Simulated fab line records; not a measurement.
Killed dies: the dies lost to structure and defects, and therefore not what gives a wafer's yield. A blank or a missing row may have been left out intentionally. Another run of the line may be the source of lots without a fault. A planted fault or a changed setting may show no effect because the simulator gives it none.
Split-lot study ; flow rit cmos ; 23 wafers read from 5 lots, route of 202 steps

## THE SPLIT ITSELF
At RIT_SPACER_CVD_03 (deposits Si3N4 from SiH2Cl2/NH3, target thk 250 nm, time 3300 s), the setting nh3 flow sccm was moved away from the recipe's 150 sccm on 10 of the 23 wafers read, by -8.1% to +4.9%. All remaining wafers had this setting at the recipe value.

## FROM THE SPLIT TO THE READING: what the file shows between them, 7 steps
- RIT_NSD_SOFTBAKE_02: time 60 s (also split here: temp c)
- RIT_NSD_EXPOSE_03: exposes mask M9, target cd 40700 nm
- RIT_NSD_PEB_04
- RIT_NSD_DEVELOP_05: develop time 50 s
- RIT_NSD_IMPLANT_08 (also split here: energy kev)
- RIT_PSD_IMPLANT_08 (also split here: tilt deg)
- RIT_PSD_STRIP_09: strips in O2, time 180 s

## THE READING
Si3N4_of_SPACER_CVD_03.thk nm (the simulator's own value, which no gauge read), in nm, at RIT_SDANNEAL_CLEAN_00 (cleans in SC1, time 600 s). The file gives no usual value for it. Here, 13 wafers ran the recipe; their average is 195.4 nm with a standard deviation of 1.2 nm.

wafer;tool, chamber at the split;nh3 flow sccm as run, sccm;against the recipe;Si3N4_of_SPACER_CVD_03.thk nm, nm;against lot-mates on the recipe
L077.4;lpcvd-01, 1;150;recipe;195.1;-
L077.5;lpcvd-01, 1;150;recipe;195.5;-
L077.6;lpcvd-01, 1;150;recipe;196.3;-
L082.1;-, -;150;recipe;195.8;-
L082.2;-, -;150;recipe;195.6;-
L082.3;-, -;150;recipe;197.5;-
L082.4;-, -;150;recipe;196.1;-
L082.6;-, -;150;recipe;196.2;-
L083.2;-, -;157.4;+4.9%;203.1;no lot-mate on the recipe
L083.3;-, -;157.4;+4.9%;203.8;no lot-mate on the recipe
L083.4;-, -;157.4;+4.9%;203;no lot-mate on the recipe
L083.5;-, -;157.4;+4.9%;204.2;no lot-mate on the recipe
L083.6;-, -;157.4;+4.9%;202.7;no lot-mate on the recipe
L084.1;-, -;137.9;-8.1%;182.3;no lot-mate on the recipe
L084.2;-, -;137.9;-8.1%;184.9;no lot-mate on the recipe
L084.3;-, -;137.9;-8.1%;184.9;no lot-mate on the recipe
L084.5;-, -;137.9;-8.1%;184;no lot-mate on the recipe
L084.6;-, -;137.9;-8.1%;183.5;no lot-mate on the recipe
L085.1;-, -;150;recipe;193.5;-
L085.3;-, -;150;recipe;194.6;-
L085.4;-, -;150;recipe;195.2;-
L085.5;-, -;150;recipe;192.8;-
L085.6;-, -;150;recipe;195.5;-

THE FIT
A straight line over all 23 wafers: Si3N4_of_SPACER_CVD_03.thk nm changes by +1.48 nm for each +1% of nh3 flow sccm; r = +0.99; the points scatter about the line by 1.1 nm.
Too few moved wafers have a lot-mate on the recipe to fit a line with each lot's own level taken away.

## FILE'S OWN FIT
Si3N4_of_SPACER_CVD_03.thk nm changes by +1.48 nm for each +1% of nh3 flow sccm, r = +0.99.
